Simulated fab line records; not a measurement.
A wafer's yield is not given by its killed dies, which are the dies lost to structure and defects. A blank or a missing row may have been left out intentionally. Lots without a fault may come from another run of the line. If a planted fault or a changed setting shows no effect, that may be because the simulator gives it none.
8D (eight disciplines) problem report, filled in by code -- flow rit_cmos -- the parts of the form that need people (team, actions taken, sign-off) are left out

1. THE ISSUE
Across 6 wafers from 2 lots, NSD_TW at RIT_NSD_TW_MEAS_10 averages 3356, while fault-free wafers read 3132 with a standard deviation of 28. That puts it +8.0 standard deviations away from the usual mean.
The first sign was on wafer L380.2 at day 6 09:08, on film_metro-01. The record has a number at this step for 42 wafers belonging to 14 lots. By rule, "out" or "out of limits" means more than 4 standard deviations away from the usual mean. The other wafers with a number count as sound.

2. WHAT IT IS AND WHAT IT IS NOT
question,is,is not
which readings at this step,NSD_TW,-
which lots,"L380, L381","L364, L367, L369, L370, L373, L374, L375, L376, L382, L384, L385, L387"
which wafers of those lots,all that have a number,-
read on which gauges,"film_metro-01, film_metro-03",film_metro-02
when,from day 6 09:08,"up to then (24 sound wafers); but 12 sound wafers of L382, L384, L385, L387 came after"

3. WHAT RULES OUT EACH SUSPECT
Counting: a tool stays on the suspect list if, at a process step up to the reading, it processed all lots that are out and no sound lot following the first of them.
- ruled out: the gauge at RIT_NSD_TW_MEAS_10. Those wafers that are out were read across 2 gauges (film_metro-01, film_metro-03).
- implanter-03 at RIT_NSD_IMPLANT_08: kept. Every lot that is out went through it, starting with L380 (day 6 08:50), and after that it ran no sound lot; the last sound lot it ran before then is L369 (day 4 06:53). Its own readings are out on those wafers: beam_on_s, faraday_current_uA.
After counting, what remains is implanter-03 at RIT_NSD_IMPLANT_08.

4. THE CAUSE (what the simulator had put in)
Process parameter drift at RIT_NSD_IMPLANT_08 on implanter-03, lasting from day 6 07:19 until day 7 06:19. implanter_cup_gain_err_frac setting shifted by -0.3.
The count eliminated every tool but this one.

5. THE CHAIN OF EFFECTS, in route order
One row per reading whose mean, taken over the struck wafers that have a number, lies over 3 standard deviations from the usual. Only readings for which the record gives a usual standard deviation are gone through. hours: the time from each lot's start at the first step in this table that gives one to its start at this step, as a median over the lots. sigmas: the change in usual standard deviations.
hours,step,reading,usual,on struck wafers,change,sigmas
0,RIT_NSD_IMPLANT_08,beam_on_s,10.00 s,14.26,+4.26,+22
0,RIT_NSD_IMPLANT_08,faraday_current_uA,3132,2198,-934,-15
0,RIT_NSD_TW_MEAS_10,NSD_TW,3132,3356,+224,+8.0
3,RIT_SDANNEAL_RS_MEAS_05,NSD_RS,84.66 ohm/sq,64.64,-20.02,-69
Here are the process steps it includes:
- RIT_NSD_IMPLANT_08

6. HOW IT WOULD HAVE BEEN CAUGHT EARLIER
The first out-of-limits reading at a measuring or inspecting step in this record came at day 6 09:08, 2 hours after the fault's start at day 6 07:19.
The tool's own readings at RIT_NSD_IMPLANT_08 were out on every struck wafer that the step has a row for (beam_on_s, faraday_current_uA): an alarm limit on them would have fired on the first of those.
Of the lots that are out (2), L381 began RIT_NSD_IMPLANT_08 on implanter-03 after day 6 09:08. It would have been spared by a hold on the tool at that moment.
